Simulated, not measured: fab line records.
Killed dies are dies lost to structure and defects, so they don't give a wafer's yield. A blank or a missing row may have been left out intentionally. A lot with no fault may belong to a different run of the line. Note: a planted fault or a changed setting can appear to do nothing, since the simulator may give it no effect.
Which tool was responsible? / flow ritCmos / 14 lots, 42 wafers sampled, at 5 steps of a route of 202

## WHAT THE GAUGES READ, wafer by wafer
RIT_ACTIVE_CD_MEAS_11: target cd 1400 nm. Usual: 1399.0 nm for cdNm, sd 2.7.
lot=L408; measured=day 1 20:09; on=cdSem-02; cdNm (nm)=1398.1 1396.4 1398.6; flag=
lot=L409; measured=day 2 00:26; on=cdSem-02; cdNm (nm)=1399.0 1396.2 1397.2; flag=
lot=L410; measured=day 2 05:47; on=cdSem-01; cdNm (nm)=1398.2 1395.3 1395.3; flag=
lot=L411; measured=day 2 10:28; on=cdSem-01; cdNm (nm)=1399.0 1402.3 1399.9; flag=
lot=L412; measured=day 2 16:12; on=cdSem-01; cdNm (nm)=1395.9 1397.1 1396.9; flag=
lot=L415; measured=day 3 06:41; on=cdSem-02; cdNm (nm)=1397.1 1396.8 1397.9; flag=
lot=L416; measured=day 3 11:31; on=cdSem-02; cdNm (nm)=1396.5 1398.7 1396.6; flag=
lot=L422; measured=day 4 17:28; on=cdSem-01; cdNm (nm)=1397.8 1400.2 1399.9; flag=
lot=L423; measured=day 4 22:34; on=cdSem-01; cdNm (nm)=1398.3 1401.8 1398.2; flag=
lot=L424; measured=day 5 03:35; on=cdSem-01; cdNm (nm)=1401.8 1401.5 1403.8; flag=
lot=L425; measured=day 5 08:58; on=cdSem-02; cdNm (nm)=1403.4 1401.1 1402.2; flag=
lot=L427; measured=day 5 18:26; on=cdSem-02; cdNm (nm)=1404.4 1405.7 1403.2; flag=
lot=L428; measured=day 5 23:35; on=cdSem-01; cdNm (nm)=1402.7 1402.4 1402.3; flag=
lot=L430; measured=day 6 09:26; on=cdSem-01; cdNm (nm)=1402.1 1402.4 1402.0; flag=

RIT_NRETRO_OVL_MEAS_06. Usual: for NRETRO_OVL the level is 0.6 nm and the standard deviation is 1.3.
lot=L408; measured=day 2 10:41; on=overlay-01; NRETRO_OVL (nm)=0.2 3.0 0.8; flag=
lot=L409; measured=day 2 15:01; on=overlay-01; NRETRO_OVL (nm)=-2.1 -0.5 -0.7; flag=
lot=L410; measured=day 2 20:05; on=overlay-01; NRETRO_OVL (nm)=-0.7 1.6 2.0; flag=
lot=L411; measured=day 3 02:03; on=overlay-01; NRETRO_OVL (nm)=1.4 2.2 1.3; flag=
lot=L412; measured=day 3 07:17; on=overlay-01; NRETRO_OVL (nm)=-2.6 -0.1 0.9; flag=
lot=L415; measured=day 3 21:05; on=overlay-02; NRETRO_OVL (nm)=1.1 1.0 -0.4; flag=
lot=L416; measured=day 4 01:51; on=overlay-02; NRETRO_OVL (nm)=0.5 1.8 1.8; flag=
lot=L422; measured=day 5 07:57; on=overlay-01; NRETRO_OVL (nm)=1.8 0.9 0.2; flag=
lot=L423; measured=day 5 13:02; on=overlay-01; NRETRO_OVL (nm)=1.5 1.9 0.0; flag=
lot=L424; measured=day 5 18:54; on=overlay-01; NRETRO_OVL (nm)=0.6 -1.3 0.3; flag=
lot=L425; measured=day 5 23:55; on=overlay-01; NRETRO_OVL (nm)=0.4 2.0 1.0; flag=
lot=L427; measured=day 6 09:20; on=overlay-02; NRETRO_OVL (nm)=-0.2 1.1 2.1; flag=
lot=L428; measured=day 6 14:04; on=overlay-02; NRETRO_OVL (nm)=-1.0 0.6 0.4; flag=
lot=L430; measured=day 7 00:13; on=overlay-02; NRETRO_OVL (nm)=0.0 0.6 -0.6; flag=

RIT_GATE_THK_MEAS_09. Usual: for GATE_POLY_THK the level is 250.6 nm and the standard deviation is 2.1.
lot=L408; measured=day 2 17:19; on=filmMetro-02; GATE_POLY_THK (nm)=255.0 251.6 254.8; flag=
lot=L409; measured=day 2 21:03; on=filmMetro-01; GATE_POLY_THK (nm)=251.0 247.9 250.3; flag=
lot=L410; measured=day 3 02:43; on=filmMetro-01; GATE_POLY_THK (nm)=249.3 251.8 249.7; flag=
lot=L411; measured=day 3 08:51; on=filmMetro-01; GATE_POLY_THK (nm)=249.4 249.7 250.3; flag=
lot=L412; measured=day 3 13:34; on=filmMetro-03; GATE_POLY_THK (nm)=248.8 248.7 251.9; flag=
lot=L415; measured=day 4 03:04; on=filmMetro-02; GATE_POLY_THK (nm)=223.8 223.2 224.7 224.1 223.1 224.9; flag=OFF
lot=L416; measured=day 4 11:43; on=filmMetro-01; GATE_POLY_THK (nm)=223.1 222.1 222.3 223.2 222.4 222.6; flag=OFF
lot=L422; measured=day 5 14:04; on=filmMetro-01; GATE_POLY_THK (nm)=251.3 251.1 252.0; flag=
lot=L423; measured=day 5 19:45; on=filmMetro-01; GATE_POLY_THK (nm)=252.6 251.6 251.5; flag=
lot=L424; measured=day 6 03:04; on=filmMetro-01; GATE_POLY_THK (nm)=249.6 248.5 248.3; flag=
lot=L425; measured=day 6 05:45; on=filmMetro-01; GATE_POLY_THK (nm)=252.0 251.8 250.4; flag=
lot=L427; measured=day 6 15:09; on=filmMetro-03; GATE_POLY_THK (nm)=247.6 248.1 249.4; flag=
lot=L428; measured=day 6 21:53; on=filmMetro-02; GATE_POLY_THK (nm)=251.8 251.8 247.5; flag=
lot=L430; measured=day 7 07:00; on=filmMetro-02; GATE_POLY_THK (nm)=248.1 246.9 247.7; flag=

## TOOL THAT RAN EACH LOT (tool first, then ch and the chambers of the sampled wafers, then the start)
lot=L408; RIT_ACTIVE_STRIP_14=plasmaAsher-04 ch 1, day 1 20:34; RIT_GATE_CVD_08=lpcvd-02 ch 1, day 2 14:53
lot=L409; RIT_ACTIVE_STRIP_14=plasmaAsher-03 ch 0,1, day 2 00:50; RIT_GATE_CVD_08=lpcvd-01 ch 0, day 2 19:26
lot=L410; RIT_ACTIVE_STRIP_14=plasmaAsher-03 ch 0, day 2 06:12; RIT_GATE_CVD_08=lpcvd-02 ch 0, day 3 01:07
lot=L411; RIT_ACTIVE_STRIP_14=plasmaAsher-04 ch 0,1, day 2 10:50; RIT_GATE_CVD_08=lpcvd-02 ch 1, day 3 07:13
lot=L412; RIT_ACTIVE_STRIP_14=plasmaAsher-03 ch 0,1, day 2 16:35; RIT_GATE_CVD_08=lpcvd-01 ch 1, day 3 11:57
lot=L415; RIT_ACTIVE_STRIP_14=plasmaAsher-03 ch 0,1, day 3 07:06; RIT_GATE_CVD_08=lpcvd-01 ch 1, day 4 01:26
lot=L416; RIT_ACTIVE_STRIP_14=plasmaAsher-04 ch 0,1, day 3 11:56; RIT_GATE_CVD_08=lpcvd-01 ch 1, day 4 10:04
lot=L422; RIT_ACTIVE_STRIP_14=plasmaAsher-01 ch 0,1, day 4 17:50; RIT_GATE_CVD_08=lpcvd-02 ch 0, day 5 12:26
lot=L423; RIT_ACTIVE_STRIP_14=plasmaAsher-01 ch 0,1, day 4 23:02; RIT_GATE_CVD_08=lpcvd-02 ch 1, day 5 18:08
lot=L424; RIT_ACTIVE_STRIP_14=plasmaAsher-03 ch 0,1, day 5 03:58; RIT_GATE_CVD_08=lpcvd-02 ch 0, day 6 01:27
lot=L425; RIT_ACTIVE_STRIP_14=plasmaAsher-04 ch 0,1, day 5 09:27; RIT_GATE_CVD_08=lpcvd-02 ch 1, day 6 04:07
lot=L427; RIT_ACTIVE_STRIP_14=plasmaAsher-01 ch 0,1, day 5 18:50; RIT_GATE_CVD_08=lpcvd-02 ch 1, day 6 13:32
lot=L428; RIT_ACTIVE_STRIP_14=plasmaAsher-04 ch 0,1, day 5 23:58; RIT_GATE_CVD_08=lpcvd-02 ch 0, day 6 19:27
lot=L430; RIT_ACTIVE_STRIP_14=plasmaAsher-03 ch 0,1, day 6 09:50; RIT_GATE_CVD_08=lpcvd-01 ch 0, day 7 04:35
- RIT_ACTIVE_STRIP_14: strips in O2, time 180 s.
- RIT_GATE_CVD_08: deposits poly-Si from SiH4, target thk 250 nm, time 2220 s.

## WHAT THE TOOLS THEMSELVES READ (means of the sampled wafers that have a number; where no wafer has one, the mark that the record gives instead)
RIT_ACTIVE_STRIP_14. Usual: 5.5 A for drypumpMotorCurrentA, sd 0.45.
lot=L408; tool=plasmaAsher-04; drypumpMotorCurrentA (A)=5.2; flag=
lot=L409; tool=plasmaAsher-03; drypumpMotorCurrentA (A)=5.8; flag=
lot=L410; tool=plasmaAsher-03; drypumpMotorCurrentA (A)=5.9; flag=
lot=L411; tool=plasmaAsher-04; drypumpMotorCurrentA (A)=4.9; flag=
lot=L412; tool=plasmaAsher-03; drypumpMotorCurrentA (A)=5.8; flag=
lot=L415; tool=plasmaAsher-03; drypumpMotorCurrentA (A)=5.8; flag=
lot=L416; tool=plasmaAsher-04; drypumpMotorCurrentA (A)=4.9; flag=
lot=L422; tool=plasmaAsher-01; drypumpMotorCurrentA (A)=5.4; flag=
lot=L423; tool=plasmaAsher-01; drypumpMotorCurrentA (A)=5.4; flag=
lot=L424; tool=plasmaAsher-03; drypumpMotorCurrentA (A)=5.9; flag=
lot=L425; tool=plasmaAsher-04; drypumpMotorCurrentA (A)=4.9; flag=
lot=L427; tool=plasmaAsher-01; drypumpMotorCurrentA (A)=5.4; flag=
lot=L428; tool=plasmaAsher-04; drypumpMotorCurrentA (A)=4.9; flag=
lot=L430; tool=plasmaAsher-03; drypumpMotorCurrentA (A)=5.8; flag=

RIT_GATE_CVD_08. Usual: 630.4 C for spikeTcLoadC, sd 2.9.
lot=L408; tool=lpcvd-02; spikeTcLoadC (C)=627.3; flag=
lot=L409; tool=lpcvd-01; spikeTcLoadC (C)=631.2; flag=
lot=L410; tool=lpcvd-02; spikeTcLoadC (C)=632.9; flag=
lot=L411; tool=lpcvd-02; spikeTcLoadC (C)=627.4; flag=
lot=L412; tool=lpcvd-01; spikeTcLoadC (C)=630.8; flag=
lot=L415; tool=lpcvd-01; spikeTcLoadC (C)=630.8; flag=
lot=L416; tool=lpcvd-01; spikeTcLoadC (C)=630.9; flag=
lot=L422; tool=lpcvd-02; spikeTcLoadC (C)=633.7; flag=
lot=L423; tool=lpcvd-02; spikeTcLoadC (C)=625.7; flag=
lot=L424; tool=lpcvd-02; spikeTcLoadC (C)=632.5; flag=
lot=L425; tool=lpcvd-02; spikeTcLoadC (C)=626.0; flag=
lot=L427; tool=lpcvd-02; spikeTcLoadC (C)=626.5; flag=
lot=L428; tool=lpcvd-02; spikeTcLoadC (C)=633.6; flag=
lot=L430; tool=lpcvd-01; spikeTcLoadC (C)=630.9; flag=

## THE ANSWER, worked out from the rows above alone
Rule: lot off if the mean of its wafers having a number is beyond 3 standard deviations from the usual mean. A lot without any number at a reading at which 4 lots or more have one is off too. Any other lot the step has rows for is counted as sound. The gauges are gone through in route order, then the tools' own readings, and for those a lot's mean is taken as printed above. The first step at which some lot is off is used, and at that step the reading that is off furthest; a lot without a number counts as furthest.
Off: L415, L416, at RIT_GATE_THK_MEAS_09 (GATE_POLY_THK).
If a tool, at a process step before that reading, ran all the lots that are off and no sound lot after the first of them, it fits. Gauges at RIT_GATE_THK_MEAS_09: tried the same way as those tools. Not one of the candidates tried fits.

## WHAT THE SIMULATOR HAD INSERTED
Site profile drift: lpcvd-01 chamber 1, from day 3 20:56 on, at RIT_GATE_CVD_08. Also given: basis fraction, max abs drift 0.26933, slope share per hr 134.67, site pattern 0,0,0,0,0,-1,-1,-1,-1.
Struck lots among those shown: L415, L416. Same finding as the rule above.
